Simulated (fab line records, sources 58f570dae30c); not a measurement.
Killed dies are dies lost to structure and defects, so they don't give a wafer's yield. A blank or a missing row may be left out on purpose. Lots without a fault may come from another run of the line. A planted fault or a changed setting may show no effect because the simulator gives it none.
Which tool did it? | flow berkeley_cmos170 | 8 lots, 24 wafers sampled, at 2 steps of a route of 331

WHAT THE GAUGES READ, wafer by wafer
UCB170_PWELL_THK_MEAS_06.
lot  | measured    | on            | PWELL_NITRIDE_THK (nm)
L292 | day 3 16:56 | film_metro-04 | 219.2 219.6 221.1
L295 | day 4 04:24 | film_metro-03 | 219.3 219.2 219.2
L297 | day 4 16:07 | film_metro-04 | 221.4 220.9 220.4
L298 | day 4 22:26 | film_metro-02 | 220.1 221.3 221.3
L302 | day 5 10:21 | film_metro-03 | 218.3 219.5 218.0
L309 | day 7 00:24 | film_metro-03 | 92.2 92.5 94.3
L311 | day 7 02:18 | film_metro-03 | 94.3 94.0 93.0
L313 | day 7 07:14 | film_metro-02 | 221.0 221.9 221.1

WHICH TOOL RAN EACH LOT (tool, then ch and the chambers of the sampled wafers, then the start)
lot  | UCB170_PWELL_CVD_05
L292 | lpcvd-01 ch 0, day 3 15:01
L295 | lpcvd-01 ch 1, day 4 02:29
L297 | lpcvd-01 ch 0, day 4 14:11
L298 | lpcvd-01 ch 0, day 4 20:30
L302 | lpcvd-02 ch 0, day 5 08:25
L309 | lpcvd-01 ch 1, day 6 22:28
L311 | lpcvd-01 ch 0, day 7 00:23
L313 | lpcvd-02 ch 1, day 7 05:18
- UCB170_PWELL_CVD_05: deposits Si3N4 from SiH2Cl2/NH3, target thk 220 nm, time 3300 s.

THE ANSWER, worked out from the rows above alone
Rule: what is usual is taken from the lots themselves. Put in order of their means at a reading, lots are off if they are a third of the lots or fewer, leave a main group of 4 or more, and stand apart from it by a gap of 3 or more times the standard deviation of the main group's means; of several such gaps the widest counts. A main group whose means are all the same, to the digits that the tables above print for the reading, isn't used. A lot without any number at a reading at which 4 lots or more have one is off too. The other lots that the step has rows for count as sound.
Off: L309, L311, at UCB170_PWELL_THK_MEAS_06 (PWELL_NITRIDE_THK). The main group: mean 220.2 nm, standard deviation 0.98.
A tool fits if, at a process step before that reading, it ran every lot that is off, and no sound lot after the first of them. The gauges at UCB170_PWELL_THK_MEAS_06 are tried like those tools. Can't be told from this: 2 tools fit, lpcvd-01 at UCB170_PWELL_CVD_05, film_metro-03 at UCB170_PWELL_THK_MEAS_06.

WHAT THE SIMULATOR HAD PUT IN
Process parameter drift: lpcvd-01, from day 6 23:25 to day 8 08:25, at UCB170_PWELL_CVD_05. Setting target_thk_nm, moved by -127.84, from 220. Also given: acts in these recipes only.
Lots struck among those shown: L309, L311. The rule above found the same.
